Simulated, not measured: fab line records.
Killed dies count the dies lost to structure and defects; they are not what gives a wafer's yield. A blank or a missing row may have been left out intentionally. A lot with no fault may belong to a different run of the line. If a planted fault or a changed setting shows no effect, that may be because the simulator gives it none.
Which of the tools did it? ; flow berkeleyCmos170 ; Sampling: 7 lots, 21 wafers, 3 of 331 route steps

== WHAT EACH GAUGE READ, for each wafer ==
UCB170_M1_CD_MEAS_90: the cd target is 700 nm.
lot;measured;on;cdNm (nm)
L432;day 8 13:52;cdSem-01;697 698 698
L434;day 9 04:59;cdSem-01;701 698 701
L436;day 9 16:53;cdSem-01;708 707 705
L440;day 10 03:35;cdSem-01;702 702 699
L442;day 10 22:20;cdSem-02;700 702 702
L447;day 12 00:04;cdSem-02;681 685 686
L451;day 12 17:17;cdSem-01;708 705 705

== TOOL THAT RAN EACH LOT (tool first, then ch and the chambers of the sampled wafers, then the start) ==
lot;UCB170_M1_METAL_ETCH_12;UCB170_M1_STRIP_13
L432;rieMetal-01 ch 0,1, day 8 13:37;plasmaAsher-04 ch 0,1, day 8 13:46
L434;rieMetal-04 ch 0,1, day 9 04:45;plasmaAsher-03 ch 0,1, day 9 04:53
L436;rieMetal-03 ch 0,1, day 9 16:39;plasmaAsher-03 ch 0,1, day 9 16:47
L440;rieMetal-01 ch 0,1, day 10 03:22;plasmaAsher-04 ch 0,1, day 10 03:29
L442;rieMetal-03 ch 0,1, day 10 22:07;plasmaAsher-03 ch 0,1, day 10 22:14
L447;rieMetal-04 ch 0,1, day 11 23:50;plasmaAsher-04 ch 0,1, day 11 23:57
L451;rieMetal-03 ch 0,1, day 12 17:02;plasmaAsher-03 ch 0,1, day 12 17:10
- UCB170_M1_METAL_ETCH_12: etches Al in Cl2/BCl3, stops on PSG, target depth 780 nm, time 130 s.
- UCB170_M1_STRIP_13: strips in O2.

== THE ANSWER, worked out from the rows above alone ==
Rule: the usual values come from the lots themselves. Put in order of their means at a reading, lots are off if they are a third of the lots or fewer, leave a main group of 4 or more, and stand apart from it by a gap of 3 or more times the standard deviation of the main group's means; of several such gaps the widest counts. A main group whose means are all the same, to the digits that the tables above print for the reading, isn't used. A lot without any number at a reading at which 4 lots or more have one is off too. Any other lot the step has rows for is counted as sound.
Off, at UCB170_M1_CD_MEAS_90 on cdNm: L447. Main group: mean 702 nm, sd 3.2.
A tool fits if, at a process step before that reading, it ran every lot that is off, and no sound lot after the first of them. The gauges at UCB170_M1_CD_MEAS_90 are tried like those tools. Can't be told from this: 3 tools fit, rieMetal-04 at UCB170_M1_METAL_ETCH_12, plasmaAsher-04 at UCB170_M1_STRIP_13, cdSem-02 at UCB170_M1_CD_MEAS_90.

== WHAT HAD BEEN PUT IN BY THE SIMULATOR ==
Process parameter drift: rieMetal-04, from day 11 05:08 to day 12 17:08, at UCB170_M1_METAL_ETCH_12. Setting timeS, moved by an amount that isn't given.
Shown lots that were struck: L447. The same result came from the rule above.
